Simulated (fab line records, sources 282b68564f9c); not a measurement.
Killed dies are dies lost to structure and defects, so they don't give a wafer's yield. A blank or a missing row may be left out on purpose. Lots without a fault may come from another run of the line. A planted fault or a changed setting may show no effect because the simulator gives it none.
Tool commonality check | flow rit_cmos | 16 lots, 48 wafers sampled

WHY IT WAS OPENED
At RIT_SDANNEAL_RS_MEAS_05 the reading NSD_RS is flagged on 4 of 16 lots. Wafers without a fault read 84.52 ohm/sq, standard deviation 0.25.
Rule: a lot is flagged when every wafer of it that has a number lies more than 4 standard deviations from that mean, or none has a number. The other lots count as sound.

lot  | measured    | on            | NSD_RS (ohm/sq), wafer by wafer | flag
L303 | day 3 09:59 | film_metro-04 | 84.68 84.47 84.58               |
L305 | day 3 17:45 | film_metro-01 | 84.96 84.69 84.56               |
L306 | day 3 20:21 | film_metro-04 | 84.77 84.85 84.81               |
L307 | day 4 09:04 | film_metro-04 | 84.44 84.47 84.56               |
L308 | day 4 09:40 | film_metro-02 | 84.58 84.49 84.50               |
L310 | day 4 23:28 | film_metro-04 | 84.35 84.37 84.62               |
L312 | day 5 06:30 | film_metro-04 | 84.56 84.49 84.15               |
L313 | day 5 10:17 | film_metro-01 | 84.10 84.17 84.10               |
L314 | day 5 20:07 | film_metro-01 | 84.47 84.54 84.21               |
L315 | day 5 22:10 | film_metro-04 | 84.53 84.39 84.40               |
L316 | day 5 23:12 | film_metro-04 | 84.23 84.52 84.46               |
L317 | day 6 12:22 | film_metro-02 | 84.71 84.63 84.67               |
L319 | day 7 03:16 | film_metro-01 | 127.11 127.27 126.76            | FLAGGED
L320 | day 7 08:13 | film_metro-02 | 126.74 126.49 126.56            | FLAGGED
L321 | day 7 13:40 | film_metro-04 | 126.64 126.89 127.02            | FLAGGED
L322 | day 7 20:42 | film_metro-04 | 126.52 126.95 127.03            | FLAGGED
The numbers of the flagged lots are 126.83 ohm/sq on average: +42.31 ohm/sq against the usual, or +99 or more standard deviations.

WHICH TOOL RAN EACH LOT
The record holds 1 process step before the reading, out of a route of 202 steps. In each cell: the tool, then ch and the chambers that the sampled wafers went through, then the start.
lot  | flag    | RIT_NSD_IMPLANT_08
L303 |         | implanter-02 ch 0, day 3 07:29
L305 |         | implanter-01 ch 0, day 3 15:24
L306 |         | implanter-01 ch 0, day 3 17:49
L307 |         | implanter-01 ch 0, day 4 06:18
L308 |         | implanter-04 ch 0, day 4 06:53
L310 |         | implanter-02 ch 0, day 4 20:53
L312 |         | implanter-04 ch 0, day 5 04:00
L313 |         | implanter-04 ch 0, day 5 07:56
L314 |         | implanter-04 ch 0, day 5 17:46
L315 |         | implanter-02 ch 0, day 5 19:49
L316 |         | implanter-01 ch 0, day 5 20:50
L317 |         | implanter-01 ch 0, day 6 09:32
L319 | FLAGGED | implanter-01 ch 0, day 7 00:56
L320 | FLAGGED | implanter-04 ch 0, day 7 05:44
L321 | FLAGGED | implanter-04 ch 0, day 7 10:33
L322 | FLAGGED | implanter-01 ch 0, day 7 18:13
What these steps do:
- RIT_NSD_IMPLANT_08
- RIT_SDANNEAL_RS_MEAS_05: measures by four-point-probe.

FLAGGED OVER TOTAL, TOOL BY TOOL (the gauges that took the reading come last)
step                    | tool          | lots run | flagged | share of the flagged lots | sound lots run after its first flagged lot
RIT_NSD_IMPLANT_08      | implanter-01  | 7        | 2       | some                      | 0
RIT_NSD_IMPLANT_08      | implanter-02  | 3        | 0       | none                      | -
RIT_NSD_IMPLANT_08      | implanter-04  | 6        | 2       | some                      | 0
RIT_SDANNEAL_RS_MEAS_05 | film_metro-01 | 4        | 1       | some                      | 0
RIT_SDANNEAL_RS_MEAS_05 | film_metro-02 | 3        | 1       | some                      | 0
RIT_SDANNEAL_RS_MEAS_05 | film_metro-04 | 9        | 2       | some                      | 0

WHAT THE TABLE ALLOWS
No row of the table ran every flagged lot.

WHAT THE SIMULATOR HAD PUT IN
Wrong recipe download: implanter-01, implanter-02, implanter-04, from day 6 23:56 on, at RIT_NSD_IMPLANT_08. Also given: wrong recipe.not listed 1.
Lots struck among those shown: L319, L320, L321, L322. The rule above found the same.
